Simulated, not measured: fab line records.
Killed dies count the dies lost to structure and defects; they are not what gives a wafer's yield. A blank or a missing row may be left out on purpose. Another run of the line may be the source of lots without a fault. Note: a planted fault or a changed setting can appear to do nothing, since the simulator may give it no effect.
fab line records	flow berkeley-cmos170
record: lots: 5	wafers: 23
route steps=331 shown GATE@136 NLDD@159 NSD@190 BACKSIDE@201 SDANNEAL@205 V1@261
start-h: hours from the record's opening day to when the first of the lot's shown wafers began	wait-h: hours since the lot's step before	" identical to the entry in the row above	L1.1+2: one row covering several wafers at once	- no value present, or no start provided	* or withheld: withheld	< > ~ a bound
route shown NAME@n: a module of which the file shows steps, and the number in the route of the first	usual: average and standard deviation across the fault-free wafers	same: alike in all rows	chamber/n: place in a boat	sites: readings site by site	_std_site: how widely they spread, as a standard deviation	_edge_site: mean of outer sites minus mean of inner sites	radius-mm: for every site, how far away it sits from the centre of the wafer	mask NAME#n: copy n	behind: the tool/chamber that last shaped the wafer	hold: why the lot went on hold/how many hours it stayed there/how the hold came to an end	device: transistor that didn't switch, given as n, p or np	end of line: the tests these same wafers got at the end of their route	step lacking rows: just its recipe	killed: not the wafer's yield, but the dies lost to structure and defects at the first sort	map: the dies of a wafer, with x for killed, . for not killed, _ for no die there
set.NAME: the run value of the setting; set.NAME@STEP: its run value at that earlier step	model.NAME: the simulator's own value behind a step, which no gauge read
lots with deliberately changed settings; one table per step, one row per wafer
== steps ==
step: UCB170_GATE_PEB_10
recipe: peb-temp-c: 130	peb-time-s: withheld	resist: KrF
lot.wafer	tool	chamber	start-h	wait-h	set.peb-temp-c
L077.1+3+6	litho-track-01	0	147.14	0.1	130
L078.1+5	litho-track-04	0	147.50	0.2	133.6
L078.2+3+6	"	0	"	"	130
L079.1+3	litho-track-02	0	147.80	0.4	128.3
L079.2+4+6	"	0	"	"	130
L081.1+4	litho-track-02	0	155.82	0.1	127.9
L081.3+5+6	"	0	"	"	130
L083.1+4+6	litho-track-04	0	160.94	0.1	130
L083.3+5	"	0	"	"	131.7
step: UCB170_GATE_DEVELOP_11
recipe: developer: TMAH	develop-time-s: 45	resist: KrF	dev-temp-c: 21
step: UCB170_GATE_CD_MEAS_12
recipe: target-cd-nm: 350
usual: cd-nm: 349.6/1
lot.wafer	tool	chamber	start-h	wait-h	set.peb-temp-c@GATE_PEB_10	cd-nm
L077.1	cd-sem-01	-	147.42	-	130	349.2
L077.3	"	-	"	"	130	349.7
L077.6	"	-	"	"	130	348.9
L078.1	cd-sem-02	-	147.77	-	133.6	328.5
L078.2	"	-	"	"	130	349.3
L078.3	"	-	"	"	130	348.3
L078.5	"	-	"	"	133.6	328.4
L078.6	"	-	"	"	130	348.8
L079.1	cd-sem-01	-	148.08	-	128.3	362.0
L079.2	"	-	"	"	130	349.9
L079.3	"	-	"	"	128.3	361.1
L079.4	"	-	"	"	130	349.5
L079.6	"	-	"	"	130	349.7
L081.1	cd-sem-01	-	156.09	-	127.9	364.4
L081.3	"	-	"	"	130	347.3
L081.4	"	-	"	"	127.9	364.6
L081.5	"	-	"	"	130	348.7
L081.6	"	-	"	"	130	348.0
L083.1	cd-sem-01	-	161.21	-	130	349.7
L083.3	"	-	"	"	131.7	339.5
L083.4	"	-	"	"	130	348.8
L083.5	"	-	"	"	131.7	338.4
L083.6	"	-	"	"	130	349.6
step: UCB170_GATE_ETCH_14
recipe: chemistry: N2/H2	target-depth-a: withheld	overetch-a: withheld	target: BARC	time-s: withheld	source-w: 500	bias-w: 100	pressure-mtorr: 30	n2-flow-sccm: 100	h2-flow-sccm: 200
step: UCB170_GATE_ETCH_15
recipe: chemistry: HBr/Cl2	target: poly-Si	stop-on: SiO2	over-etch-frac: 0.3	icp-w: 300	bias-w: 150	time-s: 56.3	pressure-mtorr: 15	HBr_flow_sccm: 150	Cl2_flow_sccm: 50	target-depth-a: 2782
lot.wafer	tool	chamber	start-h	wait-h	set.peb-temp-c@GATE_PEB_10	model.GATE.cd-nm
L077.1	rie-si-01	2	147.62	-	130	349.1
L077.3	"	3	"	"	130	349
L077.6	"	1	"	"	130	348.1
L078.1	rie-si-02	3	147.97	-	133.6	327.4
L078.2	"	2	"	"	130	349.1
L078.3	"	1	"	"	130	347.7
L078.5	"	3	"	"	133.6	327.9
L078.6	"	2	"	"	130	348.2
L079.1	rie-si-01	3	148.27	-	128.3	360.3
L079.2	"	1	"	"	130	350.9
L079.3	"	2	"	"	128.3	361.8
L079.4	"	0	"	"	130	348.1
L079.6	"	1	"	"	130	349.8
L081.1	rie-si-01	1	156.29	-	127.9	363.3
L081.3	"	2	"	"	130	347.3
L081.4	"	3	"	"	127.9	364.9
L081.5	"	0	"	"	130	348.4
L081.6	"	3	"	"	130	347.9
L083.1	rie-si-01	3	161.41	-	130	349.5
L083.3	"	0	"	"	131.7	339.2
L083.4	"	2	"	"	130	347.7
L083.5	"	1	"	"	131.7	338.7
L083.6	"	0	"	"	130	348.7
step: UCB170_GATE_STRIP_16
recipe: chemistry: O2	power-w: 400	pressure-mtorr: 3500	platen-temp-c: withheld	o2-flow-sccm: 400	overash-fraction: 0.5
step: UCB170_GATE_CD_MEAS_90
recipe: target-cd-nm: 350
usual: cd-nm: 349.4/1.4
lot.wafer	tool	chamber	start-h	wait-h	set.peb-temp-c@GATE_PEB_10	cd-nm
L077.1	cd-sem-01	-	147.76	0.1	130	349.1
L077.3	"	-	"	"	130	349.2
L077.6	"	-	"	"	130	347.9
L078.1	cd-sem-02	-	148.12	0.1	133.6	327.4
L078.2	"	-	"	"	130	349.0
L078.3	"	-	"	"	130	347.6
L078.5	"	-	"	"	133.6	327.9
L078.6	"	-	"	"	130	348.0
L079.1	cd-sem-01	-	148.42	0.1	128.3	360.5
L079.2	"	-	"	"	130	350.7
L079.3	"	-	"	"	128.3	362.0
L079.4	"	-	"	"	130	348.2
L079.6	"	-	"	"	130	349.4
L081.1	cd-sem-02	-	156.44	0.1	127.9	363.0
L081.3	"	-	"	"	130	347.3
L081.4	"	-	"	"	127.9	364.7
L081.5	"	-	"	"	130	348.5
L081.6	"	-	"	"	130	348.3
L083.1	cd-sem-02	-	161.61	0.1	130	349.5
L083.3	"	-	"	"	131.7	339.0
L083.4	"	-	"	"	130	347.9
L083.5	"	-	"	"	131.7	339.0
L083.6	"	-	"	"	130	348.2
step: UCB170_NLDD_COAT_01
recipe: resist: KrF	spin-rpm: 1500	resist-thk-nm: 900
lot.wafer	tool	chamber	start-h	wait-h	set.resist-thk-nm	model.KrF_of_NLDD_COAT_01.thk-nm
L077.1	litho-track-04	0	150.65	0.1	900	903.5
L077.3	"	0	"	"	900	902.9
L077.6	"	0	"	"	900	902.1
L078.1	litho-track-04	0	151.55	0.1	922.9	924.4
L078.2	"	0	"	"	922.9	926
L078.3	"	0	"	"	900	904.6
L078.5	"	0	"	"	900	903.1
L078.6	"	0	"	"	922.9	926.7
L079.1	litho-track-03	0	152.00	0.1	857.3	857.8
L079.2	"	0	"	"	900	900.7
L079.3	"	0	"	"	900	902.4
L079.4	"	0	"	"	857.3	858.3
L079.6	"	0	"	"	857.3	856.9
L081.1	litho-track-03	0	158.98	0.1	900	896.8
L081.3	"	0	"	"	900	897.2
L081.4	"	0	"	"	900	896.7
L081.5	"	0	"	"	900	900.2
L081.6	"	0	"	"	900	896.9
L083.1	litho-track-04	0	164.31	0.1	946.9	949.1
L083.3	"	0	"	"	946.9	947.4
L083.4	"	0	"	"	900	903.2
L083.5	"	0	"	"	900	902.2
L083.6	"	0	"	"	900	903.8
step: UCB170_NLDD_PEB_04
recipe: peb-temp-c: 130	peb-time-s: withheld	resist: KrF
lot.wafer	tool	chamber	start-h	wait-h	set.peb-temp-c
L077.1+3+6	litho-track-03	0	151.57	0.6	130
L078.1+3+5	litho-track-02	0	152.57	0.6	130
L078.2+6	"	0	"	"	127.6
L079.1+3+4	litho-track-02	0	152.84	0.4	130
L079.2+6	"	0	"	"	127.3
L081.1+6	litho-track-03	0	159.52	0.1	128.2
L081.3+4+5	"	0	"	"	130
L083.1+6	litho-track-03	0	164.80	0.2	130
L083.3+4+5	"	0	"	"	126.6
step: UCB170_NLDD_DEVELOP_05
recipe: developer: TMAH	develop-time-s: 45	resist: KrF	dev-temp-c: 21
step: UCB170_NLDD_CD_MEAS_06
recipe: target-cd-nm: 1200
usual: cd-nm: 1200.0/1.4
lot.wafer	tool	chamber	start-h	wait-h	set.peb-temp-c@NLDD_PEB_04	cd-nm
L077.1	cd-sem-01	-	151.85	-	130	1199.5
L077.3	"	-	"	"	130	1199.3
L077.6	"	-	"	"	130	1198.5
L078.1	cd-sem-01	-	152.84	-	130	1198.9
L078.2	"	-	"	"	127.6	1180.8
L078.3	"	-	"	"	130	1198.7
L078.5	"	-	"	"	130	1198.6
L078.6	"	-	"	"	127.6	1180.5
L079.1	cd-sem-01	-	153.12	-	130	1202.6
L079.2	"	-	"	"	127.3	1179.7
L079.3	"	-	"	"	130	1199.7
L079.4	"	-	"	"	130	1203.6
L079.6	"	-	"	"	127.3	1181.0
L081.1	cd-sem-01	-	159.80	-	128.2	1186.1
L081.3	"	-	"	"	130	1200.5
L081.4	"	-	"	"	130	1201.4
L081.5	"	-	"	"	130	1199.5
L081.6	"	-	"	"	128.2	1186.7
L083.1	cd-sem-02	-	165.07	-	130	1199.6
L083.3	"	-	"	"	126.6	1176.1
L083.4	"	-	"	"	126.6	1176.1
L083.5	"	-	"	"	126.6	1176.0
L083.6	"	-	"	"	130	1202.2
step: UCB170_NLDD_IMPLANT_08
recipe: species: As	dose-cm2: 5e+13	energy-kev: 30	tilt-deg: 7	rotation-deg: 0
step: UCB170_NLDD_IMPLANT_09
recipe: species: As	dose-cm2: 5e+13	energy-kev: 30	tilt-deg: 7	rotation-deg: 180
step: UCB170_NLDD_STRIP_10
recipe: chemistry: O2	power-w: 400	pressure-mtorr: 3500	platen-temp-c: withheld	o2-flow-sccm: 400	overash-fraction: 0.5
usual: strip-time-to-endpoint-s: 21.65/0.057
lot.wafer	tool	chamber	start-h	wait-h	set.resist-thk-nm@NLDD_COAT_01	strip-time-to-endpoint-s
L077.1	plasma-asher-03	1	152.30	0.1	900	21.73
L077.3	"	0	"	"	900	21.70
L077.6	"	1	"	"	900	21.68
L078.1	plasma-asher-03	0	153.30	0.1	922.9	22.21
L078.2	"	1	"	"	922.9	22.26
L078.3	"	1	"	"	900	21.75
L078.5	"	1	"	"	900	21.71
L078.6	"	0	"	"	922.9	22.25
L079.1	plasma-asher-04	1	153.57	0.1	857.3	20.62
L079.2	"	0	"	"	900	21.65
L079.3	"	0	"	"	900	21.68
L079.4	"	1	"	"	857.3	20.63
L079.6	"	1	"	"	857.3	20.58
L081.1	plasma-asher-01	0	160.25	0.1	900	21.55
L081.3	"	0	"	"	900	21.56
L081.4	"	1	"	"	900	21.56
L081.5	"	1	"	"	900	21.62
L081.6	"	0	"	"	900	21.57
L083.1	plasma-asher-01	0	165.53	0.1	946.9	22.79
L083.3	"	0	"	"	946.9	22.77
L083.4	"	1	"	"	900	21.69
L083.5	"	1	"	"	900	21.67
L083.6	"	0	"	"	900	21.72
step: UCB170_NSD_EXPOSE_03
recipe: mask-id: NSELECT_MOD	na: 0.5	sigma-outer: 0.6	source-shape: conventional	target-cd-nm: 1200	dose-mj: 30
lot.wafer	tool	chamber	start-h	wait-h	mask	set.dose-mj
L077.1+3+6	krf-scanner-02	0	158.90	0.2	NSELECT_MOD#0	30
L079.1+3+6	krf-scanner-02	0	159.32	0.1	NSELECT_MOD#0	31.44
L079.2+4	"	0	"	"	NSELECT_MOD#0	30
L078.1+2+5	krf-scanner-01	0	159.57	0.4	NSELECT_MOD#0	30.6
L078.3+6	"	0	"	"	NSELECT_MOD#0	30
L081.1+4+6	krf-scanner-02	0	168.16	0.2	NSELECT_MOD#0	30
L081.3+5	"	0	"	"	NSELECT_MOD#0	31.14
L083.1+4+5	krf-scanner-01	0	175.65	0.3	NSELECT_MOD#0	28.62
L083.3+6	"	0	"	"	NSELECT_MOD#0	30
step: UCB170_NSD_PEB_04
recipe: peb-temp-c: 130	peb-time-s: withheld	resist: KrF
step: UCB170_NSD_DEVELOP_05
recipe: developer: TMAH	develop-time-s: 45	resist: KrF	dev-temp-c: 21
step: UCB170_NSD_CD_MEAS_06
recipe: target-cd-nm: 1200
usual: cd-nm: 1199.7/1.1
lot.wafer	tool	chamber	start-h	wait-h	set.dose-mj@NSD_EXPOSE_03	cd-nm
L077.1	cd-sem-01	-	159.65	-	30	1198.3
L077.3	"	-	"	"	30	1199.2
L077.6	"	-	"	"	30	1199.9
L079.1	cd-sem-02	-	159.72	-	31.44	1205.9
L079.2	"	-	"	"	30	1199.4
L079.3	"	-	"	"	31.44	1206.9
L079.4	"	-	"	"	30	1198.7
L079.6	"	-	"	"	31.44	1208.4
L078.1	cd-sem-02	-	159.96	-	30.6	1203.6
L078.2	"	-	"	"	30.6	1203.3
L078.3	"	-	"	"	30	1200.3
L078.5	"	-	"	"	30.6	1204.1
L078.6	"	-	"	"	30	1199.3
L081.1	cd-sem-02	-	169.04	-	30	1199.0
L081.3	"	-	"	"	31.14	1206.8
L081.4	"	-	"	"	30	1200.1
L081.5	"	-	"	"	31.14	1206.7
L081.6	"	-	"	"	30	1199.4
L083.1	cd-sem-02	-	176.20	-	28.62	1189.6
L083.3	"	-	"	"	30	1199.0
L083.4	"	-	"	"	28.62	1190.9
L083.5	"	-	"	"	28.62	1191.5
L083.6	"	-	"	"	30	1200.4
step: UCB170_NSD_IMPLANT_08
recipe: species: P	dose-cm2: 3e+15	energy-kev: 40	tilt-deg: 7
lot.wafer	tool	chamber	start-h	wait-h	set.energy-kev	model.implant.rp-nm	model.implant.drp-nm
L077.1+3+6	implanter-02	0	159.81	0.0	40	47.37	21.16
L079.1+2	implanter-01	0	159.88	0.0	40.69	50.52	21.46
L079.3+4+6	"	0	"	"	40	49.68	21.16
L078.1+2+3+5+6	implanter-04	0	160.11	0.0	40	47.36	21.16
L081.1+5	implanter-02	0	169.19	0.0	40	47.92	21.16
L081.3+4+6	"	0	"	"	41.36	49.52	21.76
L083.1+4+6	implanter-02	0	176.35	0.0	40	49.18	21.16
L083.3+5	"	0	"	"	40.97	50.35	21.59
step: UCB170_NSD_STRIP_09
recipe: chemistry: O2	power-w: 400	pressure-mtorr: 3500	platen-temp-c: withheld	o2-flow-sccm: 400	overash-fraction: 0.5
usual: strip-time-to-endpoint-s: 35.86/0.096
lot.wafer	tool	chamber	start-h	wait-h	set.energy-kev@NSD_IMPLANT_08	strip-time-to-endpoint-s
L077.1	plasma-asher-02	1	159.96	0.1	40	35.89
L077.3	"	1	"	"	40	35.90
L077.6	"	1	"	"	40	35.94
L079.1	plasma-asher-03	1	160.03	0.1	40.69	36.32
L079.2	"	0	"	"	40.69	36.26
L079.3	"	0	"	"	40	36.03
L079.4	"	1	"	"	40	36.09
L079.6	"	1	"	"	40	36.01
L078.1	plasma-asher-04	1	160.26	0.1	40	35.77
L078.2	"	0	"	"	40	35.79
L078.3	"	1	"	"	40	35.81
L078.5	"	0	"	"	40	35.72
L078.6	"	1	"	"	40	35.75
L081.1	plasma-asher-02	0	169.34	0.1	40	35.90
L081.3	"	1	"	"	41.36	36.38
L081.4	"	0	"	"	41.36	36.40
L081.5	"	0	"	"	40	35.76
L081.6	"	1	"	"	41.36	36.32
L083.1	plasma-asher-04	0	176.50	0.1	40	35.98
L083.3	"	1	"	"	40.97	36.32
L083.4	"	0	"	"	40	36.08
L083.5	"	0	"	"	40.97	36.36
L083.6	"	1	"	"	40	35.96
step: UCB170_BACKSIDE_SOFTBAKE_02
recipe: resist: KrF	temp-c: 130	time-s: 60
lot.wafer	tool	chamber	start-h	wait-h	set.time-s
L077.1+3+6	litho-track-03	0	160.66	0.1	60
L079.1+2+3	litho-track-01	0	160.75	0.1	54.84
L079.4+6	"	0	"	"	60
L078.1+2	litho-track-01	0	161.20	0.1	60
L078.3+5+6	"	0	"	"	53.19
L081.1+3+4+5+6	litho-track-03	0	170.07	0.1	60
L083.1+5+6	litho-track-01	0	177.85	0.1	63.31
L083.3+4	"	0	"	"	60
step: UCB170_BACKSIDE_STRIP_03
recipe: chemistry: O2	power-w: 400	pressure-mtorr: 3500	platen-temp-c: withheld	o2-flow-sccm: 400	overash-fraction: 0.5
step: UCB170_BACKSIDE_CLEAN_04
recipe: chemistry: SPM	temp-c: 120	time-s: 600
step: UCB170_SDANNEAL_RTA_01
recipe: temp-c: 1050	time-s: 5	ambient: N2
step: UCB170_SDANNEAL_RS_MEAS_03
recipe: thk-meas-gauge: four-point-probe
usual: NSD_RS: 37.28/0.094
lot.wafer	tool	chamber	start-h	wait-h	set.energy-kev@NSD_IMPLANT_08	NSD_RS[ohm/sq]
L077.1	film-metro-02	-	161.33	0.1	40	37.38
L077.3	"	-	"	"	40	37.29
L077.6	"	-	"	"	40	37.38
L079.1	film-metro-04	-	161.44	0.1	40.69	36.95
L079.2	"	-	"	"	40.69	37.02
L079.3	"	-	"	"	40	37.22
L079.4	"	-	"	"	40	37.20
L079.6	"	-	"	"	40	37.27
L078.1	film-metro-01	-	161.89	0.1	40	37.29
L078.2	"	-	"	"	40	37.27
L078.3	"	-	"	"	40	37.22
L078.5	"	-	"	"	40	37.26
L078.6	"	-	"	"	40	37.40
L081.1	film-metro-04	-	170.76	0.1	40	37.34
L081.3	"	-	"	"	41.36	36.82
L081.4	"	-	"	"	41.36	36.88
L081.5	"	-	"	"	40	37.41
L081.6	"	-	"	"	41.36	36.96
L083.1	film-metro-02	-	178.59	0.1	40	37.11
L083.3	"	-	"	"	40.97	36.92
L083.4	"	-	"	"	40	36.99
L083.5	"	-	"	"	40.97	36.82
L083.6	"	-	"	"	40	37.14
step: UCB170_V1_COAT_07
recipe: resist: KrF	spin-rpm: 1500	resist-thk-nm: 900
lot.wafer	tool	chamber	start-h	wait-h	set.resist-thk-nm	model.KrF_of_V1_COAT_07.thk-nm
L077.1	litho-track-02	0	176.32	0.1	900	899.1
L077.3	"	0	"	"	900	896.5
L077.6	"	0	"	"	900	898.2
L078.1	litho-track-01	0	176.35	0.1	900	896.8
L078.2	"	0	"	"	900	900.7
L078.3	"	0	"	"	871.9	869.3
L078.5	"	0	"	"	871.9	869.1
L078.6	"	0	"	"	900	899
L079.1	litho-track-04	0	176.62	0.1	900	903.5
L079.2	"	0	"	"	900	898.3
L079.3	"	0	"	"	900	900.9
L079.4	"	0	"	"	900	900.1
L079.6	"	0	"	"	900	901.9
L081.1	litho-track-04	0	185.17	0.1	900	893.8
L081.3	"	0	"	"	900	896.7
L081.4	"	0	"	"	930.2	924
L081.5	"	0	"	"	930.2	924.9
L081.6	"	0	"	"	930.2	928.1
L083.1	litho-track-01	0	192.03	0.1	875.1	874.2
L083.3	"	0	"	"	900	897.9
L083.4	"	0	"	"	875.1	874
L083.5	"	0	"	"	900	898.4
L083.6	"	0	"	"	900	898.3
step: UCB170_V1_SOFTBAKE_08
recipe: resist: KrF	temp-c: 130	time-s: 60
step: UCB170_V1_EXPOSE_09
recipe: mask-id: VIA1	target-cd-nm: 700	na: 0.5	sigma-outer: 0.6	source-shape: conventional	dose-mj: 37
step: UCB170_V1_ETCH_14
recipe: chemistry: CHF3/CF4/Ar	target: SiO2	stop-on: Al	CHF3_flow_sccm: 45	cf4-flow-sccm: 15	Ar_flow_sccm: 150	pressure-mtorr: 200	rf-w: 700	target-depth-a: 12500	over-etch-frac: 0.25	time-s: 291
lot.wafer	tool	chamber	start-h	wait-h	set.resist-thk-nm@V1_COAT_07	model.KrF_of_V1_COAT_07.thk-nm
L077.1	rie-diel-01	2	177.50	0.0	900	607.1
L077.3	"	0	"	"	900	614.2
L077.6	"	2	"	"	900	607.7
L078.1	rie-diel-02	2	177.80	0.0	900	603.9
L078.2	"	1	"	"	900	606.6
L078.3	"	3	"	"	871.9	582.8
L078.5	"	2	"	"	871.9	574
L078.6	"	1	"	"	900	606.2
L079.1	rie-diel-03	2	178.07	0.0	900	616.8
L079.2	"	3	"	"	900	608.6
L079.3	"	0	"	"	900	600
L079.4	"	1	"	"	900	601.5
L079.6	"	0	"	"	900	603.6
L081.1	rie-diel-03	1	186.45	0.0	900	597.5
L081.3	"	0	"	"	900	596.6
L081.4	"	2	"	"	930.2	636.9
L081.5	"	2	"	"	930.2	635.8
L081.6	"	1	"	"	930.2	629
L083.1	rie-diel-02	2	192.88	0.0	875.1	581.2
L083.3	"	0	"	"	900	614.2
L083.4	"	1	"	"	875.1	582.1
L083.5	"	1	"	"	900	606.8
L083.6	"	0	"	"	900	615
step: UCB170_V1_STRIP_15
recipe: chemistry: O2	power-w: 400	pressure-mtorr: 3500	platen-temp-c: withheld	o2-flow-sccm: 400	overash-fraction: 0.5
usual: strip-time-to-endpoint-s: 15.28/0.15
lot.wafer	tool	chamber	start-h	wait-h	set.resist-thk-nm@V1_COAT_07	strip-time-to-endpoint-s
L077.1	plasma-asher-04	1	177.68	0.1	900	15.24
L077.3	"	0	"	"	900	15.42
L077.6	"	0	"	"	900	15.26
L078.1	plasma-asher-02	0	177.98	0.1	900	15.17
L078.2	"	1	"	"	900	15.24
L078.3	"	1	"	"	871.9	14.67
L078.5	"	1	"	"	871.9	14.45
L078.6	"	0	"	"	900	15.21
L079.1	plasma-asher-04	1	178.25	0.1	900	15.47
L079.2	"	0	"	"	900	15.28
L079.3	"	0	"	"	900	15.08
L079.4	"	1	"	"	900	15.11
L079.6	"	1	"	"	900	15.16
L081.1	plasma-asher-04	1	186.63	0.1	900	15.02
L081.3	"	1	"	"	900	15.00
L081.4	"	0	"	"	930.2	15.88
L081.5	"	0	"	"	930.2	15.85
L081.6	"	1	"	"	930.2	15.76
L083.1	plasma-asher-04	0	193.06	0.1	875.1	14.63
L083.3	"	0	"	"	900	15.40
L083.4	"	1	"	"	875.1	14.64
L083.5	"	0	"	"	900	15.23
L083.6	"	1	"	"	900	15.42
== key ==
split: step: UCB170_GATE_PEB_10	setting: peb-temp-c	stated: 130	by: wafer
response: step: UCB170_GATE_CD_MEAS_12	reading: cd-nm	change: -8.19	per: 1%	r: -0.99
response: step: UCB170_GATE_ETCH_15	reading: model.GATE.cd-nm	change: -8.1	per: 1%	r: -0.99
response: step: UCB170_GATE_CD_MEAS_90	reading: cd-nm	change: -8.07	per: 1%	r: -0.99
split: step: UCB170_NLDD_COAT_01	setting: resist-thk-nm	stated: 900	by: wafer
response: step: UCB170_NLDD_COAT_01	reading: model.KrF_of_NLDD_COAT_01.thk-nm	change: +8.9	per: 1%	r: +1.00
response: step: UCB170_NLDD_STRIP_10	reading: strip-time-to-endpoint-s	change: *	per: 1%	r: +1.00
split: step: UCB170_NLDD_PEB_04	setting: peb-temp-c	stated: 130	by: wafer
response: step: UCB170_NLDD_CD_MEAS_06	reading: cd-nm	change: +9.88	per: 1%	r: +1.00
split: step: UCB170_NSD_EXPOSE_03	setting: dose-mj	stated: 30	by: wafer
response: step: UCB170_NSD_CD_MEAS_06	reading: cd-nm	change: +1.84	per: 1%	r: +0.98
split: step: UCB170_NSD_IMPLANT_08	setting: energy-kev	stated: 40	by: wafer
response: step: UCB170_NSD_IMPLANT_08	reading: model.implant.rp-nm	change: +0.478	per: 1%	r: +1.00
response: step: UCB170_NSD_IMPLANT_08	reading: model.implant.drp-nm	change: +0.179	per: 1%	r: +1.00
response: step: UCB170_NSD_STRIP_09	reading: strip-time-to-endpoint-s	change: *	per: 1%	r: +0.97
response: step: UCB170_SDANNEAL_RS_MEAS_03	reading: NSD_RS	change: -0.127	per: 1%	r: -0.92
split: step: UCB170_BACKSIDE_SOFTBAKE_02	setting: time-s	stated: 60	by: wafer
response none clear
split: step: UCB170_V1_COAT_07	setting: resist-thk-nm	stated: 900	by: wafer
response: step: UCB170_V1_COAT_07	reading: model.KrF_of_V1_COAT_07.thk-nm	change: +9.12	per: 1%	r: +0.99
response: step: UCB170_V1_ETCH_14	reading: model.KrF_of_V1_COAT_07.thk-nm	change: +10.2	per: 1%	r: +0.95
response: step: UCB170_V1_STRIP_15	reading: strip-time-to-endpoint-s	change: *	per: 1%	r: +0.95
